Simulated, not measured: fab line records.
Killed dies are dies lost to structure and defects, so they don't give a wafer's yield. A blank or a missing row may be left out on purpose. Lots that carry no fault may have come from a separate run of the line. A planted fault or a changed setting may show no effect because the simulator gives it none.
fab line records | flow berkeley-cmos170
record: lots: 7 | wafers: 21 | last-day: 13
route steps=331 shown FIELD@96 SACOX@97 SCREENOX@100 NVT@104
lots that met no fault: taken from a fault-free run of the same line
start-h: the number of hours between the record's first day and the start of the first shown wafer of the lot | wait-h: how many hours have passed since the lot's step before this one | " unchanged from the row above | L1.1+2: several wafers, shown together as one row | - no value present, or no start provided | * or withheld: withheld | < > ~ a bound
route shown NAME@n: names a module that has steps shown in the file, with the first one's number in the route | usual: the fault-free wafers' mean and standard deviation | same: alike in all rows | chamber/n: place in a boat | sites: the reading at each site | _std_site: the standard deviation of these | _edge_site: outer sites' mean less inner sites' | radius-mm: how far each site lies from the wafer's centre | mask NAME#n: copy n | behind: the most recent tool/chamber to have shaped the wafer | hold: why the lot was held/for how many hours/how that ended | device: whichever transistor did not switch (one of n, p or np) | end of line: tests of these same wafers at the route's end | for a step that has no rows: nothing shown but its recipe | killed: at the first sort, the dies lost to defects and structure; wafer yield is something else | map: the dies of a wafer, with x for killed, . for not killed, _ for no die there
set.NAME: the run value of the setting; set.NAME@STEP: its run value at that earlier step | model.NAME: the simulator's own value behind a step, which no gauge read
lots at selected steps of the route; one table per step, one row per wafer
== steps ==
step: UCB170_FIELD_THK_MEAS_90
recipe: reads: SiO2_of_FIELD_OXIDATION_01
usual: FIELD_OXIDE_LEFT_1_THK: 444/11
lot.wafer | tool          | chamber | start-h | wait-h | FIELD_OXIDE_LEFT_1_THK[nm]
L153.1    | film-metro-01 | -       | 114.52  | 0.0    | 466
L153.3    | "             | -       | "       | "      | 455
L153.6    | "             | -       | "       | "      | 457
L161.1    | film-metro-02 | -       | 150.63  | 0.0    | 446
L161.2    | "             | -       | "       | "      | 436
L161.5    | "             | -       | "       | "      | 446
L163.2    | film-metro-01 | -       | 173.31  | 0.0    | 459
L163.4    | "             | -       | "       | "      | 456
L163.5    | "             | -       | "       | "      | 455
L169.1    | film-metro-04 | -       | 206.27  | 0.0    | 437
L169.4    | "             | -       | "       | "      | 435
L169.6    | "             | -       | "       | "      | 427
L170.1    | film-metro-02 | -       | 206.27  | 0.0    | 436
L170.3    | "             | -       | "       | "      | 448
L170.5    | "             | -       | "       | "      | 440
L171.1    | film-metro-01 | -       | 206.30  | 0.0    | 431
L171.3    | "             | -       | "       | "      | 433
L171.5    | "             | -       | "       | "      | 436
L173.1    | film-metro-01 | -       | 216.21  | 0.0    | 427
L173.4    | "             | -       | "       | "      | 433
L173.5    | "             | -       | "       | "      | 423
step: UCB170_SACOX_CLEAN_00
recipe: chemistry: dHF | dilution: 25:1 | time-s: 7.5
step: UCB170_SACOX_OXIDATION_01
recipe: temp-c: 900 | ambient: O2 | target-thk-a: 144 | ox-time-s: 2400
step: UCB170_SACOX_THK_MEAS_02
recipe: reads: SiO2_of_SACOX_OXIDATION_01
usual: SACOX_OXIDE_THK: 14.56/0.23
lot.wafer | tool          | chamber | start-h | wait-h | SACOX_OXIDE_THK[nm]
L153.1    | film-metro-02 | -       | 120.03  | 0.1    | 14.73
L153.3    | "             | -       | "       | "      | 14.59
L153.6    | "             | -       | "       | "      | 14.68
L161.1    | film-metro-02 | -       | 154.02  | 0.1    | 14.74
L161.2    | "             | -       | "       | "      | 14.73
L161.5    | "             | -       | "       | "      | 14.82
L163.2    | film-metro-01 | -       | 179.11  | 0.0    | 14.29
L163.4    | "             | -       | "       | "      | 14.19
L163.5    | "             | -       | "       | "      | 14.22
L169.1    | film-metro-03 | -       | 213.36  | 0.0    | 14.69
L169.4    | "             | -       | "       | "      | 14.51
L169.6    | "             | -       | "       | "      | 14.86
L170.1    | film-metro-02 | -       | 213.36  | 0.0    | 14.48
L170.3    | "             | -       | "       | "      | 14.44
L170.5    | "             | -       | "       | "      | 14.61
L171.1    | film-metro-01 | -       | 213.36  | 0.0    | 14.70
L171.3    | "             | -       | "       | "      | 14.70
L171.5    | "             | -       | "       | "      | 14.38
L173.1    | film-metro-03 | -       | 222.76  | 0.0    | 14.37
L173.4    | "             | -       | "       | "      | 14.41
L173.5    | "             | -       | "       | "      | 14.29
step: UCB170_SCREENOX_WET_ETCH_00
recipe: chemistry: dHF | dilution: 25:1 | target: SiO2 | temp-c: 25 | time-s: 200
step: UCB170_SCREENOX_OXIDATION_01
recipe: temp-c: 900 | ambient: O2 | target-thk-a: 144 | ox-time-s: 2400
step: UCB170_SCREENOX_THK_MEAS_02
recipe: reads: SiO2_of_SCREENOX_OXIDATION_01
usual: SCREENOX_OXIDE_THK: 14.42/0.25
lot.wafer | tool          | chamber | start-h | wait-h | SCREENOX_OXIDE_THK[nm]
L153.1    | film-metro-01 | -       | 125.60  | 0.0    | 14.02
L153.3    | "             | -       | "       | "      | 14.11
L153.6    | "             | -       | "       | "      | 14.14
L161.1    | film-metro-04 | -       | 158.71  | 0.0    | 14.52
L161.2    | "             | -       | "       | "      | 14.45
L161.5    | "             | -       | "       | "      | 14.56
L163.2    | film-metro-01 | -       | 184.83  | 0.0    | 14.45
L163.4    | "             | -       | "       | "      | 14.56
L163.5    | "             | -       | "       | "      | 14.74
L169.1    | film-metro-01 | -       | 219.12  | 0.0    | 14.53
L169.4    | "             | -       | "       | "      | 14.65
L169.6    | "             | -       | "       | "      | 14.46
L170.1    | film-metro-03 | -       | 219.12  | 0.0    | 14.12
L170.3    | "             | -       | "       | "      | 14.13
L170.5    | "             | -       | "       | "      | 14.36
L171.1    | film-metro-04 | -       | 219.12  | 0.0    | 14.11
L171.3    | "             | -       | "       | "      | 14.28
L171.5    | "             | -       | "       | "      | 14.44
L173.1    | film-metro-03 | -       | 231.99  | 0.0    | 14.31
L173.4    | "             | -       | "       | "      | 14.31
L173.5    | "             | -       | "       | "      | 14.15
step: UCB170_SCREENOX_ANNEAL_03
recipe: temp-c: 900 | time-s: 900 | ambient: N2
step: UCB170_NVT_HMDS_00
recipe: prime-time-s: 60 | prime-temp-c: 100
step: UCB170_NVT_COAT_01
recipe: resist: KrF | spin-rpm: 1500 | resist-thk-nm: 900
step: UCB170_NVT_SOFTBAKE_02
recipe: resist: KrF | temp-c: 130 | time-s: 60
step: UCB170_NVT_EXPOSE_03
recipe: mask-id: PWELL | target-cd-nm: 3000 | na: 0.5 | sigma-outer: 0.6 | source-shape: conventional | dose-mj: 30
step: UCB170_NVT_PEB_04
recipe: peb-temp-c: 130 | peb-time-s: withheld | resist: KrF
usual: chill-plate-temp-C: 23.03/0.097 | exhaust-pa: 44.8/0.9
lot.wafer | tool           | chamber | start-h | wait-h | chill-plate-temp-C | exhaust-pa
L153.1    | litho-track-02 | 0       | 132.08  | 0.2    | 23.03              | 47.0
L153.3    | "              | 0       | "       | "      | 23.03              | 44.7
L153.6    | "              | 0       | "       | "      | 22.93              | 45.9
L161.1    | litho-track-02 | 0       | 166.55  | 0.5    | 23.04              | 43.9
L161.2    | "              | 0       | "       | "      | 22.97              | 43.5
L161.5    | "              | 0       | "       | "      | 23.07              | 44.4
L163.2    | litho-track-01 | 0       | 190.86  | 0.1    | 22.98              | 45.9
L163.4    | "              | 0       | "       | "      | 22.93              | 45.6
L163.5    | "              | 0       | "       | "      | 23.05              | 44.7
L169.1    | litho-track-01 | 0       | 226.67  | 0.1    | 23.10              | 44.5
L169.4    | "              | 0       | "       | "      | 23.08              | 44.6
L169.6    | "              | 0       | "       | "      | 22.98              | 44.7
L171.1    | litho-track-01 | -       | 226.94  | 0.1    | -                  | -
L171.3    | "              | -       | "       | "      | -                  | -
L171.5    | "              | -       | "       | "      | -                  | -
L170.1    | litho-track-04 | -       | 227.02  | 0.1    | -                  | -
L170.3    | "              | -       | "       | "      | -                  | -
L170.5    | "              | -       | "       | "      | -                  | -
L173.1    | litho-track-01 | -       | 240.60  | 0.4    | -                  | -
L173.4    | "              | -       | "       | "      | -                  | -
L173.5    | "              | -       | "       | "      | -                  | -
step: UCB170_NVT_DEVELOP_05
recipe: developer: TMAH | develop-time-s: 45 | resist: KrF | dev-temp-c: 20.21
== key ==
first-sign: step: UCB170_NVT_PEB_04 | reading: tool-record | direction: missing
effect none on later readings
met-at UCB170_NVT_PEB_04
struck-wafers L170.1,L170.3,L170.5,L171.1,L171.3,L171.5,L173.1,L173.4,L173.5
sort-left-out L170.1,L170.3,L170.5,L171.1,L171.3,L171.5,L173.1,L173.4,L173.5
tester-left-out L170,L171,L173
onset-between 226.67 226.94
fault: kind: skipped-step-whole | tool: litho-track-01,litho-track-04 | chamber: - | onset-h: 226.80 | steps: UCB170_NVT_PEB_04 | scope: struck-lots-only
tester-left-out: of these lots the tester's yield and bins aren't shown, on N5 and GAA mostly nor the transistor test; their killed dies are dies lost to structure and defects alone, not to doping, threshold or leakage, so they don't give the yield
sort-left-out: the simulated sort isn't trusted on such a fault, so these wafers' sort isn't shown, and their yield isn't known
